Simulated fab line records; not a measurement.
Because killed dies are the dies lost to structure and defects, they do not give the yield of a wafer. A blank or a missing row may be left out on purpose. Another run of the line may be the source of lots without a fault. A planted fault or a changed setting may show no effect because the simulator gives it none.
fab line records -- flow berkeley_cmos170
[record] lots = 15, wafers = 45, last_day = 11
route steps=331 shown START@1 ACTIVE@63
lots untouched by any fault: they come from a run of this same line in which no faults occurred
start_h: start of the lot's first displayed wafer, in hours after the record's first day -- wait_h: hours elapsed since this lot's preceding step -- " unchanged from the row above -- L1.1+2: one row covering several wafers at once -- - no value, or no start was given -- * or withheld: withheld -- < > ~ a bound
route shown NAME@n: NAME is a module with steps in the file, n the number in the route of the first one -- usual: mean/standard deviation of fault-free wafers -- same: alike in all rows -- chamber/n: place in a boat -- sites: readings site by site -- _std_site: standard deviation across them -- _edge_site: inner sites' mean taken away from outer sites' mean -- radius_mm: for every site, how far away it sits from the centre of the wafer -- mask NAME#n: copy n -- behind: tool/chamber where the wafer was last shaped -- hold: why the lot was held/for how many hours/how that ended -- device: which transistor (n, p or np) failed to switch -- end of line: at the end of the route, the tests of the same wafers -- where a step has no rows: the recipe by itself -- killed: dies that structure and defects cost at the first sort, which is not the same as the wafer's yield -- map: a wafer's dies, x killed, . not, _ none there
set.NAME: the setting that was run; set.NAME@STEP: the one run at that earlier step -- model.NAME: the simulator's own value behind a step, which no gauge read
route steps across a sampled set of lots; one table per step, one row per wafer
[[steps]]
[step UCB170_START_BOW_MEAS_00]
[recipe] mode = bow
[usual] INCOMING_BOW = 0/6.2
lot.wafer,tool,chamber,start_h,wait_h,INCOMING_BOW[um]
L869.2,film_metro-04,-,15.02,-,1
L869.4,film_metro-04,-,15.02,-,-4
L869.5,film_metro-04,-,15.02,-,7
L871.1,film_metro-02,-,25.00,-,-2
L871.2,film_metro-02,-,25.00,-,7
L871.5,film_metro-02,-,25.00,-,-1
L872.1,film_metro-02,-,30.00,-,0
L872.4,film_metro-02,-,30.00,-,2
L872.5,film_metro-02,-,30.00,-,-3
L873.1,film_metro-04,-,35.00,-,-1
L873.4,film_metro-04,-,35.00,-,-7
L873.6,film_metro-04,-,35.00,-,4
L874.2,film_metro-02,-,40.02,-,11
L874.4,film_metro-02,-,40.02,-,5
L874.5,film_metro-02,-,40.02,-,5
L875.2,film_metro-02,-,45.02,-,3
L875.4,film_metro-02,-,45.02,-,7
L875.6,film_metro-02,-,45.02,-,3
L876.1,film_metro-04,-,50.00,-,-1
L876.2,film_metro-04,-,50.00,-,8
L876.4,film_metro-04,-,50.00,-,4
L878.2,film_metro-04,-,60.02,-,-10
L878.3,film_metro-04,-,60.02,-,-3
L878.4,film_metro-04,-,60.02,-,-2
L880.3,film_metro-04,-,70.04,-,4
L880.5,film_metro-04,-,70.04,-,-7
L880.6,film_metro-04,-,70.04,-,6
L881.4,film_metro-02,-,75.06,-,8
L881.5,film_metro-02,-,75.06,-,-4
L881.6,film_metro-02,-,75.06,-,4
L883.1,film_metro-02,-,85.00,-,-7
L883.3,film_metro-02,-,85.00,-,0
L883.6,film_metro-02,-,85.00,-,-3
L887.1,film_metro-04,-,105.00,-,3
L887.3,film_metro-04,-,105.00,-,2
L887.4,film_metro-04,-,105.00,-,-21
L888.4,film_metro-02,-,110.06,-,4
L888.5,film_metro-02,-,110.06,-,-4
L888.6,film_metro-02,-,110.06,-,-4
L889.1,film_metro-04,-,115.11,-,7
L889.2,film_metro-04,-,115.11,-,3
L889.5,film_metro-04,-,115.11,-,-11
L890.3,film_metro-02,-,120.04,-,12
L890.4,film_metro-02,-,120.04,-,-2
L890.6,film_metro-02,-,120.04,-,4
[step UCB170_ACTIVE_THK_MEAS_03]
[recipe] reads = SiO2_of_ACTIVE_OXIDATION_02
[usual] ACTIVE_OXIDE_THK = 26.3/0.43
lot.wafer,tool,chamber,start_h,wait_h,ACTIVE_OXIDE_THK[nm]
L869.2,film_metro-04,-,76.83,0.0,26.1
L869.4,film_metro-04,-,76.83,0.0,26.4
L869.5,film_metro-04,-,76.83,0.0,26.8
L871.1,film_metro-04,-,87.41,0.0,27.0
L871.2,film_metro-04,-,87.41,0.0,26.8
L871.5,film_metro-04,-,87.41,0.0,26.7
L872.1,film_metro-01,-,87.41,0.0,26.2
L872.4,film_metro-01,-,87.41,0.0,26.2
L872.5,film_metro-01,-,87.41,0.0,26.0
L873.1,film_metro-01,-,93.26,0.0,26.9
L873.4,film_metro-01,-,93.26,0.0,27.1
L873.6,film_metro-01,-,93.26,0.0,26.9
L874.2,film_metro-04,-,105.65,0.0,26.0
L874.4,film_metro-04,-,105.65,0.0,26.2
L874.5,film_metro-04,-,105.65,0.0,26.1
L875.2,film_metro-01,-,105.65,0.0,26.6
L875.4,film_metro-01,-,105.65,0.0,26.8
L875.6,film_metro-01,-,105.65,0.0,26.7
L876.1,film_metro-04,-,115.41,0.0,26.4
L876.2,film_metro-04,-,115.41,0.0,26.6
L876.4,film_metro-04,-,115.41,0.0,26.3
L878.2,film_metro-04,-,116.70,0.0,26.4
L878.3,film_metro-04,-,116.70,0.0,26.1
L878.4,film_metro-04,-,116.70,0.0,26.7
L880.3,film_metro-01,-,129.48,0.0,25.5
L880.5,film_metro-01,-,129.48,0.0,26.1
L880.6,film_metro-01,-,129.48,0.0,25.9
L881.4,film_metro-04,-,134.20,0.0,26.3
L881.5,film_metro-04,-,134.20,0.0,26.8
L881.6,film_metro-04,-,134.20,0.0,26.3
L883.1,film_metro-04,-,141.13,0.0,26.7
L883.3,film_metro-04,-,141.13,0.0,25.9
L883.6,film_metro-04,-,141.13,0.0,25.9
L887.1,film_metro-04,-,170.46,0.0,26.5
L887.3,film_metro-04,-,170.46,0.0,26.5
L887.4,film_metro-04,-,170.46,0.0,26.3
L889.1,film_metro-01,-,170.46,0.0,26.6
L889.2,film_metro-01,-,170.46,0.0,26.1
L889.5,film_metro-01,-,170.46,0.0,26.5
L888.4,film_metro-02,-,170.49,0.0,26.5
L888.5,film_metro-02,-,170.49,0.0,26.8
L888.6,film_metro-02,-,170.49,0.0,26.3
L890.3,film_metro-02,-,181.98,0.0,26.2
L890.4,film_metro-02,-,181.98,0.0,26.3
L890.6,film_metro-02,-,181.98,0.0,26.2
[step UCB170_ACTIVE_DEVELOP_12]
[recipe] developer = TMAH, develop_time_s = 45, resist = KrF, dev_temp_c = 21
[usual] chill_plate_temp_C = 22.98/0.11, develop_time_s = 45/0
lot.wafer,tool,chamber,start_h,wait_h,chill_plate_temp_C,develop_time_s
L869.2,litho_track-01,0,84,-,23.16,45
L869.4,litho_track-01,0,84,-,23.13,45
L869.5,litho_track-01,0,84,-,23.15,45
L871.1,litho_track-01,0,95,-,22.86,45
L871.2,litho_track-01,0,95,-,23.01,45
L871.5,litho_track-01,0,95,-,22.99,45
L872.1,litho_track-02,0,96,-,23.15,45
L872.4,litho_track-02,0,96,-,22.96,45
L872.5,litho_track-02,0,96,-,22.98,45
L873.1,litho_track-02,0,100,-,22.82,45
L873.4,litho_track-02,0,100,-,22.91,45
L873.6,litho_track-02,0,100,-,23.08,45
L874.2,litho_track-02,0,114,-,22.91,45
L874.4,litho_track-02,0,114,-,23.05,45
L874.5,litho_track-02,0,114,-,22.97,45
L875.2,litho_track-03,0,114,-,22.91,45
L875.4,litho_track-03,0,114,-,23.06,45
L875.6,litho_track-03,0,114,-,23.02,45
L876.1,litho_track-01,0,123,-,23.09,45
L876.2,litho_track-01,0,124,-,22.88,45
L876.4,litho_track-01,0,124,-,22.91,45
L878.2,litho_track-03,0,124,-,23.13,45
L878.3,litho_track-03,0,124,-,22.84,45
L878.4,litho_track-03,0,124,-,22.88,45
L880.3,litho_track-01,-,135,-,-,-
L880.5,litho_track-01,-,135,-,-,-
L880.6,litho_track-01,-,135,-,-,-
L881.4,litho_track-03,-,141,-,-,-
L881.5,litho_track-03,-,141,-,-,-
L881.6,litho_track-03,-,141,-,-,-
L883.1,litho_track-02,-,149,-,-,-
L883.3,litho_track-02,-,149,-,-,-
L883.6,litho_track-02,-,149,-,-,-
L889.1,litho_track-03,0,177,-,23.22,45
L889.2,litho_track-03,0,177,-,22.96,45
L889.5,litho_track-03,0,177,-,23.08,45
L887.1,litho_track-02,0,177,-,22.87,45
L887.3,litho_track-02,0,177,-,23.01,45
L887.4,litho_track-02,0,177,-,22.94,45
L888.4,litho_track-03,0,177,-,22.88,45
L888.5,litho_track-03,0,177,-,22.92,45
L888.6,litho_track-03,0,177,-,22.88,45
L890.3,litho_track-02,0,189,-,22.87,45
L890.4,litho_track-02,0,189,-,22.97,45
L890.6,litho_track-02,0,189,-,22.90,45
[step UCB170_ACTIVE_OVL_MEAS_14]
[usual] ACTIVE_OVL = -4/4.7
lot.wafer,tool,chamber,start_h,wait_h,ACTIVE_OVL[nm]
L869.2,overlay-01,-,84.77,0.1,-7
L869.4,overlay-01,-,84.77,0.1,-4
L869.5,overlay-01,-,84.77,0.1,-2
L871.1,overlay-01,-,95.92,0.1,-4
L871.2,overlay-01,-,95.92,0.1,0
L871.5,overlay-01,-,95.92,0.1,2
L872.1,overlay-01,-,96.84,0.1,-2
L872.4,overlay-01,-,96.84,0.1,-7
L872.5,overlay-01,-,96.84,0.1,-7
L873.1,overlay-01,-,100.31,0.1,1
L873.4,overlay-01,-,100.31,0.1,1
L873.6,overlay-01,-,100.31,0.1,-1
L874.2,overlay-02,-,114.51,0.1,-2
L874.4,overlay-02,-,114.51,0.1,-4
L874.5,overlay-02,-,114.51,0.1,-7
L875.2,overlay-01,-,114.57,0.1,-2
L875.4,overlay-01,-,114.57,0.1,-3
L875.6,overlay-01,-,114.57,0.1,-7
L876.1,overlay-01,-,124.23,0.1,-7
L876.2,overlay-01,-,124.23,0.1,-4
L876.4,overlay-01,-,124.23,0.1,-10
L878.2,overlay-02,-,124.28,0.1,2
L878.3,overlay-02,-,124.28,0.1,-1
L878.4,overlay-02,-,124.28,0.1,2
L880.3,overlay-02,-,135.77,0.1,-
L880.5,overlay-02,-,135.77,0.1,-
L880.6,overlay-02,-,135.77,0.1,-
L881.4,overlay-02,-,141.86,0.1,-
L881.5,overlay-02,-,141.86,0.1,-
L881.6,overlay-02,-,141.86,0.1,-
L883.1,overlay-01,-,149.42,0.1,-
L883.3,overlay-01,-,149.42,0.1,-
L883.6,overlay-01,-,149.42,0.1,-
L889.1,overlay-01,-,177.66,0.1,-3
L889.2,overlay-01,-,177.66,0.1,-3
L889.5,overlay-01,-,177.66,0.1,-8
L887.1,overlay-01,-,177.77,0.1,0
L887.3,overlay-01,-,177.77,0.1,-2
L887.4,overlay-01,-,177.77,0.1,-6
L888.4,overlay-01,-,178.03,0.1,-6
L888.5,overlay-01,-,178.03,0.1,-6
L888.6,overlay-01,-,178.03,0.1,-12
L890.3,overlay-02,-,189.79,0.1,-2
L890.4,overlay-02,-,189.79,0.1,-2
L890.6,overlay-02,-,189.79,0.1,-1
[[key]]
[first_sign] step = UCB170_ACTIVE_DEVELOP_12, reading = tool_record, direction = missing
effect none on later readings
met_at UCB170_ACTIVE_DEVELOP_12
struck_lots L880,L881,L883
later_rows_left_out L880.3,L880.5,L880.6,L881.4,L881.5,L881.6,L883.1,L883.3,L883.6
sort_left_out L880.3,L880.5,L880.6,L881.4,L881.5,L881.6,L883.1,L883.3,L883.6
tester_left_out L880,L881,L883
not_acting_at UCB170_START_BOW_MEAS_00,UCB170_ACTIVE_THK_MEAS_03,UCB170_ACTIVE_OVL_MEAS_14
onset_between 124 135
[fault] kind = skipped_step_whole, tool = litho_track-01,litho_track-02,litho_track-03, chamber = -, onset_h = 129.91, steps = UCB170_ACTIVE_DEVELOP_12, scope = struck_lots_only
// tester_left_out: of these lots the tester's yield and bins aren't shown, on N5 and GAA mostly nor the transistor test; their killed dies are dies lost to structure and defects alone, not to doping, threshold or leakage, so they don't give the yield
// sort_left_out: the simulated sort isn't trusted on such a fault, so these wafers' sort isn't shown, and their yield isn't known
// later_rows_left_out: the simulator's readings of these wafers behind a module that went badly wrong aren't trusted and aren't shown, but for the sort
